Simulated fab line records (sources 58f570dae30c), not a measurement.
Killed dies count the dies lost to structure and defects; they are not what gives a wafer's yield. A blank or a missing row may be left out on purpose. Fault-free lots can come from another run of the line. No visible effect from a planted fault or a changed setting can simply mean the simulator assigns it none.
Split-lot trial | flow berkeley_cmos170 | route with 331 steps; 5 lots, 23 wafers read

ABOUT THE SPLIT
At UCB170_M2_METAL_ETCH_18 (etches Al in Cl2/BCl3, stops on SiO2, target depth 1170 nm, time 195 s), the setting over_etch_frac was moved away from the recipe's 0.3 on 8 of the 23 wafers read, by -23.7% to -7.8%. All remaining wafers had this setting at the recipe value.

Between the split and the reading, the file records no step.

THE READING
oes_product_au, in a.u., at UCB170_M2_STRIP_19 (strips in O2). Typical for fault-free wafers on this fab line: 0.549 a.u., with standard deviation 0.011 a.u.

wafer  | tool, chamber at the split | over_etch_frac as run | against the recipe | oes_product_au, a.u. | against lot-mates on the recipe
L074.2 | rie_metal-04, 0            | 0.3                   | recipe             | 0.552                | -
L074.3 | rie_metal-04, 1            | 0.2766                | -7.8%              | 0.560                | +0.008
L074.4 | rie_metal-04, 0            | 0.3                   | recipe             | 0.543                | -
L074.5 | rie_metal-04, 1            | 0.3                   | recipe             | 0.560                | -
L074.6 | rie_metal-04, 0            | 0.2766                | -7.8%              | 0.572                | +0.020
L076.1 | rie_metal-03, 0            | 0.3                   | recipe             | 0.565                | -
L076.2 | rie_metal-03, 1            | 0.3                   | recipe             | 0.554                | -
L076.3 | rie_metal-03, 0            | 0.3                   | recipe             | 0.556                | -
L076.4 | rie_metal-03, 1            | 0.3                   | recipe             | 0.560                | -
L076.5 | rie_metal-03, 0            | 0.3                   | recipe             | 0.566                | -
L078.1 | rie_metal-04, 0            | 0.3                   | recipe             | 0.523                | -
L078.3 | rie_metal-04, 1            | 0.3                   | recipe             | 0.549                | -
L078.4 | rie_metal-04, 0            | 0.241                 | -19.7%             | 0.574                | +0.038
L078.5 | rie_metal-04, 1            | 0.241                 | -19.7%             | 0.576                | +0.040
L078.6 | rie_metal-04, 0            | 0.241                 | -19.7%             | 0.573                | +0.037
L079.3 | rie_metal-03, 0            | 0.3                   | recipe             | 0.572                | -
L079.4 | rie_metal-03, 1            | 0.3                   | recipe             | 0.561                | -
L079.6 | rie_metal-03, 0            | 0.3                   | recipe             | 0.568                | -
L084.2 | rie_metal-01, 0            | 0.3                   | recipe             | 0.544                | -
L084.3 | rie_metal-01, 0            | 0.2289                | -23.7%             | 0.596                | +0.046
L084.4 | rie_metal-01, 1            | 0.2289                | -23.7%             | 0.597                | +0.047
L084.5 | rie_metal-01, 1            | 0.2289                | -23.7%             | 0.598                | +0.048
L084.6 | rie_metal-01, 0            | 0.3                   | recipe             | 0.555                | -

THE FIT
A straight line over all 23 wafers: oes_product_au changes by -0.00146 a.u. for each +1% of over_etch_frac; r = -0.79; the points scatter about the line by 0.011 a.u.
The same after taking each lot's own level away (the mean of its wafers on the recipe; 23 wafers): -0.00198 a.u. for each +1%; r = -0.95; scatter 0.0062 a.u.
Per that fit: largest over_etch_frac move, reading shift of 0.047 a.u.
From 0.5360 to 0.5670 a.u.: that is the span of the lots' own levels, equal to 2.8 times the standard deviation above.
So the lot-to-lot level blurs the effect unless lot-mates are compared.
Check: +0.0469 a.u. against its lot-mates is what the line predicts for one of the wafers moved furthest among these (-23.7%) when that wafer is left out of the fit. It came out at +0.0465 a.u. against them.

OTHER SPLITS APPLIED TO THESE WAFERS
Note: prior to the reading, these wafers also went through further splits. Each is held against what the fit with the lots' levels taken away leaves over:
other split on the same wafers | wafers away from the commonest value | r with oes_product_au (lot level and that fit taken away)
UCB170_M1_SPUTTER_00 power_w   | 8                                    | -0.07
UCB170_M2_SPUTTER_01 time_s    | 6                                    | -0.15

THE WHOLE CHAIN: every reading that the file lists as answering this split, in the file's order
step                    | what it does                                                           | reading                                                                   | change (the file's fit)                   | r (the file's)
UCB170_M2_METAL_ETCH_18 | etches Al in Cl2/BCl3, stops on SiO2, target depth 1170 nm, time 195 s | KrF_of_M2_COAT_10.thk_nm (the simulator's own value, which no gauge read) | -1.56 nm for each +1% of the setting      | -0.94
UCB170_M2_STRIP_19      | strips in O2                                                           | oes_product_au                                                            | -0.00197 a.u. for each +1% of the setting | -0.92

THE FILE'S OWN FIT
oes_product_au changes by -0.00197 a.u. for each +1% of over_etch_frac, r = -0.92.
